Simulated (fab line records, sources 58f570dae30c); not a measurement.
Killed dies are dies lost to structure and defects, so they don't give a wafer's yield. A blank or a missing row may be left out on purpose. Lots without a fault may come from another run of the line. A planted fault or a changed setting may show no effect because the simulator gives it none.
Chamber matching | flow berkeley_cmos170 | UCB170_GATE_ETCH_15 on rie_si-02: 4 sister chambers
The step etches poly-Si in HBr/Cl2, stops on SiO2, time 56.3 s, target depth 278.2 nm. 14 wafers are shown with their chamber, then 7 later ones without.

WAFERS WITH THEIR CHAMBER
wafer  | chamber | throttle_valve_pct (%) | oes_product_au (a.u.) | bias_w (W)
L202.3 | 2       | 26.35                  | 0.825                 | 149.9
L202.4 | 0       | 26.64                  | 0.855                 | 150.1
L202.5 | 2       | 26.33                  | 0.829                 | 150.1
L204.1 | 1       | 26.72                  | 0.857                 | 149.9
L204.3 | 2       | 26.33                  | 0.830                 | 150.3
L204.6 | 1       | 26.72                  | 0.843                 | 149.4
L205.2 | 3       | 26.31                  | 0.842                 | 150.1
L205.5 | 3       | 26.32                  | 0.840                 | 150.3
L205.6 | 2       | 26.35                  | 0.839                 | 150.3
L207.1 | 0       | 26.62                  | 0.848                 | 149.6
L207.2 | 1       | 26.74                  | 0.851                 | 150.0
L207.5 | 1       | 26.72                  | 0.844                 | 149.3
L216.2 | 2       | 26.36                  | 0.830                 | 149.9
L216.4 | 3       | 26.31                  | 0.830                 | 150.6

SIGNATURES (means of the wafers above)
reading            | chamber 0 | chamber 1 | chamber 2 | chamber 3 | scatter within a chamber
throttle_valve_pct | 26.6300   | 26.7250   | 26.3440   | 26.3133   | 0.0113
oes_product_au     | 0.85150   | 0.84875   | 0.83060   | 0.83733   | 0.00584
bias_w             | 149.850   | 149.650   | 150.100   | 150.333   | 0.28
Rule: a wafer's distance from a chamber is the root of the sum, over the readings, of the square of ((its reading less the chamber's mean) divided by the reading's scatter). The wafer belongs to the nearest chamber; if the next one is less than 2 further off, it can't be placed. The scatter: the root of (the sum of the squares of (reading less its chamber's mean) over the shown wafers, divided by (wafers less chambers)).

WAFERS WITHOUT THEIR CHAMBER
wafer  | throttle_valve_pct (%) | oes_product_au (a.u.) | bias_w (W)
L216.6 | 26.72                  | 0.851                 | 149.8
L219.3 | 26.64                  | 0.853                 | 148.6
L219.5 | 26.33                  | 0.832                 | 150.2
L219.6 | 26.65                  | 0.834                 | 150.0
L223.1 | 26.70                  | 0.861                 | 149.8
L223.2 | 26.30                  | 0.831                 | 149.8
L223.6 | 26.70                  | 0.855                 | 150.2

WHICH CHAMBER EACH WENT THROUGH
wafer  | from the rows above     | in truth
L216.6 | 1                       | 1
L219.3 | 0                       | 0
L219.5 | can't be placed: 2 or 3 | 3
L219.6 | 0                       | 0
L223.1 | 1                       | 1
L223.2 | can't be placed: 3 or 2 | 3
L223.6 | 1                       | 1
Placed correctly: 5 of 7. Can't be placed from these rows: 2 (the true chamber is among the candidates in 2). Placed wrongly: 0.
